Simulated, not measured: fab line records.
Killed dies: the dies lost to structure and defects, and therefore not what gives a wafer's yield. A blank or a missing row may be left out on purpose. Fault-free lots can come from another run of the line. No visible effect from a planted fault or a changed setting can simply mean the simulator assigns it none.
Which tool is to blame? / flow rit-cmos / 14 lots with 42 wafers sampled at 5 steps, on a route of 202 steps

WHAT THE GAUGES SHOWED, per wafer
RIT_NLDD_TW_MEAS_10. Usual: NLDD_TW typically reads 2474, with standard deviation 20.
lot=L528; measured=day 2 18:13; on=film-metro-02; NLDD_TW=2426 2437 2425; flag=
lot=L534; measured=day 4 00:32; on=film-metro-03; NLDD_TW=2493 2504 2497; flag=
lot=L535; measured=day 4 04:28; on=film-metro-02; NLDD_TW=2456 2455 2445; flag=
lot=L536; measured=day 4 09:11; on=film-metro-04; NLDD_TW=2492 2498 2494; flag=
lot=L539; measured=day 5 01:45; on=film-metro-03; NLDD_TW=2492 2512 2483; flag=
lot=L540; measured=day 5 06:59; on=film-metro-04; NLDD_TW=2478 2476 2487; flag=
lot=L541; measured=day 5 11:12; on=film-metro-02; NLDD_TW=2461 2438 2443; flag=
lot=L542; measured=day 5 16:38; on=film-metro-03; NLDD_TW=2497 2497 2484; flag=
lot=L543; measured=day 5 22:32; on=film-metro-04; NLDD_TW=2479 2478 2472; flag=
lot=L544; measured=day 6 02:21; on=film-metro-04; NLDD_TW=2467 2484 2475; flag=
lot=L548; measured=day 6 22:43; on=film-metro-04; NLDD_TW=2787 2779 2778; flag=OFF
lot=L549; measured=day 7 02:25; on=film-metro-03; NLDD_TW=2785 2788 2795; flag=OFF
lot=L550; measured=day 7 08:25; on=film-metro-02; NLDD_TW=2454 2459 2453; flag=
lot=L551; measured=day 7 12:13; on=film-metro-04; NLDD_TW=2460 2471 2473; flag=

RIT_PSD_TW_MEAS_10. Usual: PSD_TW typically reads 3399, with standard deviation 28.
lot=L528; measured=day 3 01:15; on=film-metro-04; PSD_TW=3410 3405 3406; flag=
lot=L534; measured=day 4 07:17; on=film-metro-04; PSD_TW=3411 3446 3430; flag=
lot=L535; measured=day 4 11:22; on=film-metro-02; PSD_TW=3355 3368 3349; flag=
lot=L536; measured=day 4 16:36; on=film-metro-02; PSD_TW=3378 3373 3379; flag=
lot=L539; measured=day 5 08:58; on=film-metro-03; PSD_TW=3437 3429 3423; flag=
lot=L540; measured=day 5 14:11; on=film-metro-02; PSD_TW=3364 3367 3372; flag=
lot=L541; measured=day 5 18:27; on=film-metro-04; PSD_TW=3430 3432 3413; flag=
lot=L542; measured=day 6 02:38; on=film-metro-02; PSD_TW=3371 3360 3365; flag=
lot=L543; measured=day 6 06:50; on=film-metro-04; PSD_TW=3407 3410 3425; flag=
lot=L544; measured=day 6 09:17; on=film-metro-04; PSD_TW=3415 3422 3414; flag=
lot=L548; measured=day 7 05:44; on=film-metro-02; PSD_TW=3390 3408 3398; flag=
lot=L549; measured=day 7 09:41; on=film-metro-02; PSD_TW=3361 3383 3391; flag=
lot=L550; measured=day 7 15:18; on=film-metro-04; PSD_TW=3409 3418 3428; flag=
lot=L551; measured=day 7 19:13; on=film-metro-02; PSD_TW=3377 3372 3378; flag=

RIT_SDANNEAL_RS_MEAS_07: uses a four-point probe to measure. Usual: NLDD_RS typically reads 151.7 ohm/sq, with standard deviation 0.52.
lot=L528; measured=day 3 02:08; on=film-metro-02; NLDD_RS (ohm/sq)=151.8 152.2 152.3; flag=
lot=L534; measured=day 4 08:10; on=film-metro-03; NLDD_RS (ohm/sq)=152.2 151.6 151.8; flag=
lot=L535; measured=day 4 12:14; on=film-metro-04; NLDD_RS (ohm/sq)=151.4 151.1 150.8; flag=
lot=L536; measured=day 4 17:29; on=film-metro-04; NLDD_RS (ohm/sq)=151.8 151.3 151.6; flag=
lot=L539; measured=day 5 09:52; on=film-metro-04; NLDD_RS (ohm/sq)=152.0 151.5 151.8; flag=
lot=L540; measured=day 5 15:04; on=film-metro-04; NLDD_RS (ohm/sq)=151.4 152.0 151.6; flag=
lot=L541; measured=day 5 19:21; on=film-metro-02; NLDD_RS (ohm/sq)=151.6 151.8 151.5; flag=
lot=L542; measured=day 6 03:32; on=film-metro-04; NLDD_RS (ohm/sq)=152.7 152.6 152.5; flag=
lot=L543; measured=day 6 07:44; on=film-metro-04; NLDD_RS (ohm/sq)=151.9 151.6 151.6; flag=
lot=L544; measured=day 6 10:12; on=film-metro-03; NLDD_RS (ohm/sq)=151.9 152.4 152.3; flag=
lot=L548; measured=day 7 06:37; on=film-metro-03; NLDD_RS (ohm/sq)=103.9 104.2 104.0; flag=OFF
lot=L549; measured=day 7 10:32; on=film-metro-02; NLDD_RS (ohm/sq)=103.4 103.7 103.4; flag=OFF
lot=L550; measured=day 7 16:10; on=film-metro-02; NLDD_RS (ohm/sq)=150.7 150.7 150.9; flag=
lot=L551; measured=day 7 20:05; on=film-metro-02; NLDD_RS (ohm/sq)=152.6 152.2 152.3; flag=

RIT_M1_CD_MEAS_09 targets a cd of 2600 nm. Usual: cd-nm 2600.6 nm, standard deviation 2.5.
lot=L528; measured=day 3 06:34; on=cd-sem-01; cd-nm (nm)=2602.0 2602.3 2601.7; flag=
lot=L534; measured=day 4 13:58; on=cd-sem-01; cd-nm (nm)=2596.2 2595.7 2595.7; flag=
lot=L535; measured=day 4 16:59; on=cd-sem-02; cd-nm (nm)=2600.1 2600.1 2599.9; flag=
lot=L536; measured=day 4 21:47; on=cd-sem-02; cd-nm (nm)=2599.5 2601.0 2601.0; flag=
lot=L539; measured=day 5 14:16; on=cd-sem-02; cd-nm (nm)=2600.2 2601.9 2601.7; flag=
lot=L540; measured=day 5 19:29; on=cd-sem-02; cd-nm (nm)=2602.6 2599.4 2598.8; flag=
lot=L541; measured=day 5 23:43; on=cd-sem-02; cd-nm (nm)=2601.7 2603.1 2602.5; flag=
lot=L542; measured=day 6 08:08; on=cd-sem-01; cd-nm (nm)=2600.2 2599.6 2600.9; flag=
lot=L543; measured=day 6 12:07; on=cd-sem-02; cd-nm (nm)=2604.6 2602.6 2604.2; flag=
lot=L544; measured=day 6 14:57; on=cd-sem-02; cd-nm (nm)=2596.4 2597.3 2597.0; flag=
lot=L548; measured=day 7 11:07; on=cd-sem-01; cd-nm (nm)=2599.9 2599.6 2598.9; flag=
lot=L549; measured=day 7 15:01; on=cd-sem-02; cd-nm (nm)=2602.4 2601.3 2601.4; flag=
lot=L550; measured=day 7 20:24; on=cd-sem-02; cd-nm (nm)=2600.6 2599.3 2600.4; flag=
lot=L551; measured=day 8 00:19; on=cd-sem-02; cd-nm (nm)=2602.4 2603.5 2605.0; flag=

WHAT TOOL EACH LOT RAN ON (gives the tool, then ch and the chambers of the sampled wafers, and finally the start)
lot=L528; RIT_NLDD_IMPLANT_08=implanter-01 ch 0, day 2 17:54
lot=L534; RIT_NLDD_IMPLANT_08=implanter-02 ch 0, day 4 00:13
lot=L535; RIT_NLDD_IMPLANT_08=implanter-02 ch 0, day 4 04:08
lot=L536; RIT_NLDD_IMPLANT_08=implanter-03 ch 0, day 4 08:52
lot=L539; RIT_NLDD_IMPLANT_08=implanter-03 ch 0, day 5 01:25
lot=L540; RIT_NLDD_IMPLANT_08=implanter-03 ch 0, day 5 06:41
lot=L541; RIT_NLDD_IMPLANT_08=implanter-02 ch 0, day 5 10:55
lot=L542; RIT_NLDD_IMPLANT_08=implanter-02 ch 0, day 5 16:19
lot=L543; RIT_NLDD_IMPLANT_08=implanter-03 ch 0, day 5 22:13
lot=L544; RIT_NLDD_IMPLANT_08=implanter-01 ch 0, day 6 02:02
lot=L548; RIT_NLDD_IMPLANT_08=implanter-02 ch 0, day 6 22:26
lot=L549; RIT_NLDD_IMPLANT_08=implanter-02 ch 0, day 7 02:06
lot=L550; RIT_NLDD_IMPLANT_08=implanter-01 ch 0, day 7 08:07
lot=L551; RIT_NLDD_IMPLANT_08=implanter-03 ch 0, day 7 11:53
- RIT_NLDD_IMPLANT_08

WHAT THE TOOLS THEMSELVES READ (means of the sampled wafers that have a number; where no wafer has one, the mark that the record gives instead)
RIT_NLDD_IMPLANT_08. Usual: dose-ions-cm2 5e+14, standard deviation 5.2e+11; faraday-current-uA 1570, standard deviation 33.
lot=L528 tool=implanter-01 dose-ions-cm2=5e+14 faraday-current-uA=1560 flag=
lot=L534 tool=implanter-02 dose-ions-cm2=5e+14 faraday-current-uA=1568 flag=
lot=L535 tool=implanter-02 dose-ions-cm2=5e+14 faraday-current-uA=1553 flag=
lot=L536 tool=implanter-03 dose-ions-cm2=5e+14 faraday-current-uA=1548 flag=
lot=L539 tool=implanter-03 dose-ions-cm2=5e+14 faraday-current-uA=1554 flag=
lot=L540 tool=implanter-03 dose-ions-cm2=5e+14 faraday-current-uA=1522 flag=
lot=L541 tool=implanter-02 dose-ions-cm2=5e+14 faraday-current-uA=1560 flag=
lot=L542 tool=implanter-02 dose-ions-cm2=5e+14 faraday-current-uA=1570 flag=
lot=L543 tool=implanter-03 dose-ions-cm2=5e+14 faraday-current-uA=1559 flag=
lot=L544 tool=implanter-01 dose-ions-cm2=5e+14 faraday-current-uA=1566 flag=
lot=L548 tool=implanter-02 dose-ions-cm2=8e+14 faraday-current-uA=2540 flag=OFF
lot=L549 tool=implanter-02 dose-ions-cm2=8e+14 faraday-current-uA=2551 flag=OFF
lot=L550 tool=implanter-01 dose-ions-cm2=5e+14 faraday-current-uA=1550 flag=
lot=L551 tool=implanter-03 dose-ions-cm2=5e+14 faraday-current-uA=1582 flag=

THE ANSWER, worked out from the rows above alone
Rule: lot off if the mean of its wafers having a number is beyond 3 standard deviations from the usual mean. A lot without any number at a reading at which 4 lots or more have one is off too. The other lots that the step has rows for count as sound. The gauges are gone through in route order, then the tools' own readings, and for those a lot's mean is taken as printed above. The first step at which some lot is off is used, and at that step the reading that is off furthest; a lot without a number counts as furthest.
Off: at RIT_NLDD_TW_MEAS_10 (NLDD_TW), L548, L549.
A tool fits if, at a process step before that reading, it ran every lot that is off, and no sound lot after the first of them. Not tried: the gauges at RIT_NLDD_TW_MEAS_10; whatever is off there is also off at RIT_NLDD_IMPLANT_08, on other tools, and gauge error can't account for it. One fits: RIT_NLDD_IMPLANT_08 on implanter-02. Its last sound lot is L542 (day 5 16:19), its first lot that is off L548 (day 6 22:26): a fault that began between those two fits.
The tool's own readings at RIT_NLDD_IMPLANT_08 bear it out: on the lots that are off they differ by more than 5 times the standard deviation of the sound lots' means. dose-ions-cm2 reads 8e+14 there against 5e+14 on the sound lots; faraday-current-uA reads 2546 there against 1558 on the sound lots.

WHAT HAD BEEN PUT IN BY THE SIMULATOR
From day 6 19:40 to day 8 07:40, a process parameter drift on implanter-02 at RIT_NLDD_IMPLANT_08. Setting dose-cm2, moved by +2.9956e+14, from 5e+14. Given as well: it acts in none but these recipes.
Lots struck among those shown: L548, L549. The rule given above showed the same thing.
